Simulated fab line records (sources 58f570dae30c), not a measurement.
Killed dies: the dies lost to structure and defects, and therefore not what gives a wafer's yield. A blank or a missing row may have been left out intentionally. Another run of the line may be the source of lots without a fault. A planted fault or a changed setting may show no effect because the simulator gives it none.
8D (eight disciplines) problem report, filled in by code :: flow berkeley cmos170 :: the parts of the form that need people (team, actions taken, sign-off) are left out

== 1. PROBLEM STATEMENT ==
At UCB170_GATE_DEVELOP_11, developer temp C averages 18.93 C over 6 wafers from 2 lots, while fault-free wafers read 21.01 C, standard deviation 0.11. That puts it -19 standard deviations away from the usual mean.
The step: develop time 45 s.
The first sign was on wafer L825.1 at day 9 09:00, on litho track-01. The record holds 18 wafers of 6 lots with a number at this step. Rule for "out" (also "out of limits"): further than 4 standard deviations from the usual mean. The rest of the wafers with a number are treated as sound.

== 2. WHAT IT IS AND WHAT IT IS NOT ==
question: which readings at this step
is: developer temp C
is not: -

question: which lots
is: L825, L828
is not: L818, L819, L831, L834

question: which wafers of those lots
is: all that have a number
is not: -

question: read on which tools
is: litho track-01
is not: litho track-02, litho track-03

question: when
is: from day 9 09:00
is not: up to then (6 sound wafers); but 6 sound wafers of L831, L834 came after

== 3. THE SUSPECTS, EACH WITH WHAT RULES IT OUT ==
Counting: a tool at a process step up to the reading stays a suspect if it ran every lot that is out and no sound lot after the first of them.
- litho track-01 at UCB170_GATE_DEVELOP_11 (develop time 45 s): kept. It processed each lot that is out, first L825 at day 9 09:00, and no sound lot thereafter; up to then, the last sound lot it processed was L819 at day 7 21:00. Its own readings are out on those wafers: developer temp C.
The count leaves litho track-01 at UCB170_GATE_DEVELOP_11.

== 4. THE CAUSE (what the simulator had put in) ==
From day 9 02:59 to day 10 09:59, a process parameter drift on litho track-01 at UCB170_GATE_DEVELOP_11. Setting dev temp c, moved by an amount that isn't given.
After counting, this tool was the only one left.

== 5. THE EFFECT CHAIN, in route order ==
Each row: a reading where the mean over the struck wafers with a number is more than 3 standard deviations away from the usual. Scope: only readings with a usual standard deviation given in the record; hours: median across lots of the time from each lot's start at the first step in this table that gives one to its start at this step; sigmas: change in usual standard deviations.
hours: 0
step: UCB170_GATE_DEVELOP_11
reading: developer temp C
usual: 21.01 C
on struck wafers: 18.93
change: -2.08
sigmas: -19
Here are the process steps it includes:
- UCB170_GATE_DEVELOP_11: develop time 45 s.
Later measuring or inspecting steps at which every struck wafer that the step has a row for has a number for every such reading, and none has moved that far: UCB170_GATE_CD_MEAS_12, UCB170_GATE_OVL_MEAS_13, UCB170_GATE_CD_MEAS_90, UCB170_PLDD_CD_MEAS_06, UCB170_PLDD_OVL_MEAS_07, UCB170_PLDD_TW_MEAS_11, UCB170_NLDD_CD_MEAS_06, UCB170_NLDD_OVL_MEAS_07.

== 6. WHAT WOULD HAVE CAUGHT IT SOONER ==
6 hours passed between the start of the fault at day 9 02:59 and the first reading out of limits in this record, taken at day 9 09:00.
